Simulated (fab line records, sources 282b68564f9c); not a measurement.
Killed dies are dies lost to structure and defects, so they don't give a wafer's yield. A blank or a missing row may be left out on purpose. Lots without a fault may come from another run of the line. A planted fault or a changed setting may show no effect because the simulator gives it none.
A struck lot beside a sound one | flow rit_cmos | 14 steps out of a route of 202
Sound: wafers L325.3, L325.4, L325.6. Struck: wafers L336.1, L336.4, L336.5. The cause comes at the end.
At each step with rows: each side's tool, then ch and its chambers, then its first start. Under that, the readings that differ: sound wafers | struck wafers | difference of the means | sigmas: that difference in standard deviations of wafers without a fault.
alike: readings whose means differ by less than 2 such deviations, and words and numbers that are the same on both sides. not compared: withheld readings, readings that some wafer has no value for, bounds like >300 that may hide the same value, and numbers for which the record gives no deviation and whose values overlap.
The two part at a step that has a row with sigmas, a row that says differs or no value, or rows on one side only. Numbers that don't overlap but have no deviation are shown without sigmas and don't part them. A reading that every wafer of one side lacks parts them only if that side has two wafers or more.

first, 1 step without rows for these wafers: RIT_GATE_HARDBAKE_18 (time 60 s).
RIT_GATE_ETCH_19: etches poly-Si in SF6/CHF3/O2, stops on SiO2, time 165 s, target depth 312.5 nm.
  sound on rie_si-01 ch 2,3, day 2 19:44; struck on rie_si-02 ch 0,1, day 5 01:20
  alike: drypump_motor_current_A, he_backside_leak_sccm, oes_product_au, throttle_valve_pct
  not compared: rf_hours_counter_h
RIT_GATE_STRIP_20: strips in O2, time 180 s.
  sound on plasma_asher-04 ch 0,1, day 2 19:53; struck on plasma_asher-04 ch 0,1, day 5 01:27
  alike: drypump_motor_current_A, rf_refl_power_W
  not compared: rf_hours_counter_h
RIT_GATE_CD_MEAS_90: target cd 150 nm.
  sound on cd_sem-02, day 2 20:03; struck on cd_sem-01, day 5 01:37
  alike: cd_nm
then, 4 steps without rows for these wafers: RIT_REOX_CLEAN_00 (cleans in SC1, time 600 s); RIT_REOX_CLEAN_01 (cleans in dHF, time 30 s); RIT_REOX_CLEAN_02 (cleans in SC2, time 600 s); RIT_REOX_OXIDATION_03 (target thk 25.2 nm, ox time 5580 s).
RIT_REOX_THK_MEAS_04:
  sound on film_metro-03, day 2 23:08; struck on film_metro-01, day 5 04:58
  alike: REOX_OXIDE_THK
then, 3 steps without rows for these wafers: RIT_NLDD_HMDS_00 (prime time 60 s); RIT_NLDD_COAT_01 (resist thk 1000 nm); RIT_NLDD_SOFTBAKE_02 (time 60 s).
RIT_NLDD_EXPOSE_03: exposes mask M7, target cd 40700 nm.
  sound on iline_stepper-02 ch 0, day 2 23:40; struck on iline_stepper-02, day 5 05:28
  no value came back on the struck wafers for exposure_dose_mJ_cm2, focus_offset_nm (nm), stage_vel_mm_s (mm/s); on the sound wafers exposure_dose_mJ_cm2 reads 249.94 249.74 250.12
  alike: mask
then, 1 step without rows for these wafers: RIT_NLDD_PEB_04.

WHERE THEY PART
Only at RIT_NLDD_EXPOSE_03, within this record.

WHY: what the simulator had put in
Skipped step whole: iline_stepper-02, from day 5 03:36 on, at RIT_NLDD_EXPOSE_03. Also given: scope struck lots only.
